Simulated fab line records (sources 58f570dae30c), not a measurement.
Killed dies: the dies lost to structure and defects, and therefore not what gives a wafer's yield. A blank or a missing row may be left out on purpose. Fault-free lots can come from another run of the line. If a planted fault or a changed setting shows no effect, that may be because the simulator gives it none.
8D (eight disciplines) problem report, filled in by code -- flow berkeleyCmos170 -- the parts of the form that need people (team, actions taken, sign-off) are left out

1. THE ISSUE
Wafers without a fault read 1499.9 rpm, standard deviation 1; spinSpeedRpm at UCB170_PFIELD_COAT_01 reads a mean of 1188.6 rpm on 6 wafers belonging to 2 lots. That is -99 or more standard deviations from the usual mean.
The step: resist thk 900 nm.
Seen first at day 5 00:30 on lithoTrack-04, wafer L857.2. Wafers with a number at this step in the record: 42, from 14 lots. By rule, "out" or "out of limits" means more than 4 standard deviations away from the usual mean. The other wafers with a number count as sound.

2. WHAT THIS IS AND IS NOT
question,is,is not
which readings at this step,spinSpeedRpm,resistLineTempC
which lots,"L857, L858","L853, L855, L863, L866, L868, L869, L871, L872, L873, L874, L875, L876"
which wafers of those lots,all that have a number,-
read on which tools,lithoTrack-04,"lithoTrack-02, lithoTrack-03"
when,from day 5 00:30,"up to then (6 sound wafers); but 30 sound wafers of L863, L866, L868, L869, L871, L872, L873, L874, L875, L876 came after"

3. SUSPECTS, AND WHAT RULES EACH OUT
Counting: any tool at a process step up to the reading is kept as a suspect provided that every lot that is out went through it and no sound lot did after the first of them.
- lithoTrack-04 at UCB170_PFIELD_COAT_01 (resist thk 900 nm): ruled out as a lasting fault. The sound lots L874, L876 went through it after L857, its earliest lot that is out (day 5 00:30).
Left after counting: nothing in the record.

4. THE CAUSE (what the simulator had put in)
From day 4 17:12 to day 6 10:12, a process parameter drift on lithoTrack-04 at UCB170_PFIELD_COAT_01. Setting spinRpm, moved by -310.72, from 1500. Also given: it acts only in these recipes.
Counting ruled it out, wrongly.

5. THE CHAIN OF EFFECTS, in route order
Rows list readings where the struck wafers' mean (over those with a number) sits beyond 3 standard deviations from the usual. Only readings whose record carries a usual standard deviation are examined. hours: median over the lots of the time between each lot's start at the first step of this table that gives one and its start at this step. sigmas: the change, counted in usual standard deviations.
hours,step,reading,usual,on struck wafers,change,sigmas
0,UCB170_PFIELD_COAT_01,spinSpeedRpm,1499.9 rpm,1188.6,-311.3,-99 or more
1,UCB170_PFIELD_STRIP_08,stripTimeToEndpointS,21.64 s,24.28,+2.64,+47
It contains these process steps:
- UCB170_PFIELD_COAT_01: resist thk 900 nm.
- UCB170_PFIELD_STRIP_08: strips in O2.
Later steps that measure or inspect, where all struck wafers having a row at the step show a number for every such reading and not one has moved that far: UCB170_PFIELD_TW_MEAS_09, UCB170_PVT_OVL_MEAS_06, UCB170_FIELD_THK_MEAS_91.

6. WHAT WOULD HAVE CAUGHT IT SOONER
In this record no reading fell out of limits until day 5 00:30, 7 hours after the fault had begun at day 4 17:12.
